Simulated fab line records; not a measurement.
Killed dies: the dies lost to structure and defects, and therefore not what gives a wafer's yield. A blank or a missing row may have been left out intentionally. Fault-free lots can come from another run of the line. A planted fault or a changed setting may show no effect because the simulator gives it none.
A lot that was struck, set against a sound lot + flow rit-cmos + 15 steps out of a route of 202
Sound: the wafers L455.1, L455.3, L455.5. Wafers struck: L458.1, L458.4, L458.5. At the end, the cause is stated.
For every step that has rows: the tool of each side, followed by ch and its chambers, followed by its first start. Under that, the readings that differ: sound wafers + struck wafers + difference of the means + sigmas: that difference in standard deviations of wafers without a fault.
alike: readings with means less than 2 such deviations apart, plus words and numbers identical on both sides. not compared: withheld readings, readings lacking a value on some wafer, bounds such as >300 that could conceal the same value, and numbers that have no deviation in the record and whose values overlap.
Wherever a step has rows on one side only, a row that says differs or no value, or a row with sigmas, the two part there. Numbers that have no deviation but don't overlap get no sigmas and don't part them. A reading that every wafer of one side lacks parts them only if that side has two wafers or more.

first, 6 steps without rows for these wafers: RIT_CONTACT_HMDS_02 (prime time 60 s); RIT_CONTACT_COAT_03 (resist thk 1000 nm); RIT_CONTACT_SOFTBAKE_04 (time 60 s); RIT_CONTACT_EXPOSE_05 (exposes mask M11, target cd 1000 nm); RIT_CONTACT_PEB_06; RIT_CONTACT_DEVELOP_07 (develop time 120 s).
RIT_CONTACT_CD_MEAS_08 targets a cd of 1000 nm.
  sound on cd-sem-02 at day 4 11:11; struck on cd-sem-02 at day 5 06:08
  alike: cd-nm
RIT_CONTACT_OVL_MEAS_09:
  sound on overlay-02 at day 4 11:18; struck on overlay-01 at day 5 06:15
  alike: CONTACT_OVL
then, 1 step without rows for these wafers: RIT_CONTACT_HARDBAKE_10 (time 60 s).
RIT_CONTACT_ETCH_11: etches SiO2 in CHF3/CF4/Ar, stops on TiSi2, target depth 480 nm, time 320 s.
  sound on rie-diel-03 ch 0,1, day 4 11:31; struck on rie-diel-01 ch 0,2,3, day 5 06:26
  alike: drypump-motor-current-A, oes-product-au, throttle-valve-pct
  not compared: rf-hours-counter-h
RIT_CONTACT_STRIP_12: strips in O2, time 180 s.
  sound on plasma-asher-03 ch 0,1, day 4 11:43; struck on plasma-asher-03 ch 1, day 5 06:38
  alike: drypump-motor-current-A
  not compared: rf-hours-counter-h
RIT_CONTACT_CD_MEAS_90 targets a cd of 1000 nm.
  sound on cd-sem-02 at day 4 11:59; struck on cd-sem-02 at day 5 06:48
  alike: cd-nm
RIT_CONTACT_CLEAN_13: cleans in SC1, time 600 s.
  sound on wet-bench-02 ch 3, day 4 12:06; struck on wet-bench-02 ch 1, day 5 06:55
| reading          | sound       | struck      | difference | sigmas |
|------------------|-------------|-------------|------------|--------|
| run-length-s (s) | 625 625 625 | 679 679 679 | +54        | +15    |
  alike: temp-c
then, 1 step without rows for these wafers: RIT_CONTACT_CLEAN_14 (cleans in SC2, time 600 s).
RIT_M1_PROBE_99:
  sound on prober-01 at day 4 16:38; struck on prober-02 at day 5 12:31
  alike: killed-at-front-end, killed-dies, killed-open, killed-short

## WHERE THEY PART
At RIT_CONTACT_CLEAN_13 and nowhere else, as far as this record goes. Later steps at which nothing parts them and some readings are alike: RIT_M1_PROBE_99.

WHY: what had been put in by the simulator
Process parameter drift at RIT_CONTACT_CLEAN_13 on wet-bench-02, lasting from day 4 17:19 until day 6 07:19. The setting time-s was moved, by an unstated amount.
